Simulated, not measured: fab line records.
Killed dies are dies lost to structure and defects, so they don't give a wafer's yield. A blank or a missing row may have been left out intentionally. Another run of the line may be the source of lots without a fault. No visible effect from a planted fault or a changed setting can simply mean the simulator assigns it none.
Code-filled problem report in 8D (eight disciplines) form || flow berkeley cmos170 || the parts of the form that need people (team, actions taken, sign-off) are left out

## 1. WHAT IS WRONG
Mean of dose ions cm2 at UCB170_PLDD_IMPLANT_08: 5e+13 across 6 wafers in 2 lots; on wafers with no fault it is 5e+13 (standard deviation 5.2e+10). That is +17 standard deviations from the usual mean.
First seen on wafer L336.3, day 11 20:25, on implanter-03. The record has a number at this step for 42 wafers belonging to 14 lots. Rule for "out" (also "out of limits"): further than 4 standard deviations from the usual mean. The other wafers with a number count as sound.

## 2. WHAT IT IS AND WHAT IT IS NOT
{"question": "which readings at this step", "is": "dose ions cm2", "is not": "rotation deg"}
{"question": "which lots", "is": "L336, L341", "is not": "L320, L321, L322, L323, L324, L326, L329, L330, L331, L332, L335, L338"}
{"question": "which wafers of those lots", "is": "all that have a number", "is not": "-"}
{"question": "read on which tools", "is": "implanter-03", "is not": "implanter-01, implanter-02"}
{"question": "when", "is": "from day 11 20:25", "is not": "up to then (36 sound wafers)"}

## 3. SUSPECTS, AND WHAT RULES EACH OUT
Counting: a tool stays on the suspect list if, at a process step up to the reading, it processed all lots that are out and no sound lot following the first of them.
- implanter-03 at UCB170_PLDD_IMPLANT_08: kept. Every lot that is out went through it, starting with L336 (day 11 20:25), and after that it ran no sound lot; the last sound lot it ran before then is L332 (day 10 06:56). Out on those wafers are its own readings of dose ions cm2.
The count leaves implanter-03 at UCB170_PLDD_IMPLANT_08.

## 4. THE CAUSE (what the simulator had put in)
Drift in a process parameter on implanter-03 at UCB170_PLDD_IMPLANT_08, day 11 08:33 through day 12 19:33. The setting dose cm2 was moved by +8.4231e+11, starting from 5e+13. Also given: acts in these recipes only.
The count eliminated every tool but this one.

## 5. SEQUENCE OF EFFECTS, ordered by route
Rows list readings where the struck wafers' mean (over those with a number) sits beyond 3 standard deviations from the usual. Only readings whose record carries a usual standard deviation are examined. hours: median over the lots of the time between each lot's start at the first step of this table that gives one and its start at this step. sigmas: the change, counted in usual standard deviations.
{"hours": 0, "step": "UCB170_PLDD_IMPLANT_08", "reading": "dose ions cm2", "usual": 5e+13, "on struck wafers": 5e+13, "change": "+9e+11", "sigmas": "+17"}
It contains these process steps:
- UCB170_PLDD_IMPLANT_08
At these later measuring or inspecting steps, every struck wafer for which the step has a row has a number for every such reading, and none has moved that far: UCB170_SDANNEAL_RS_MEAS_04.

## 6. HOW IT WOULD HAVE BEEN CAUGHT EARLIER
The fault began at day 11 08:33; the first out-of-limits reading in this record came at day 11 20:25, 12 hours later.
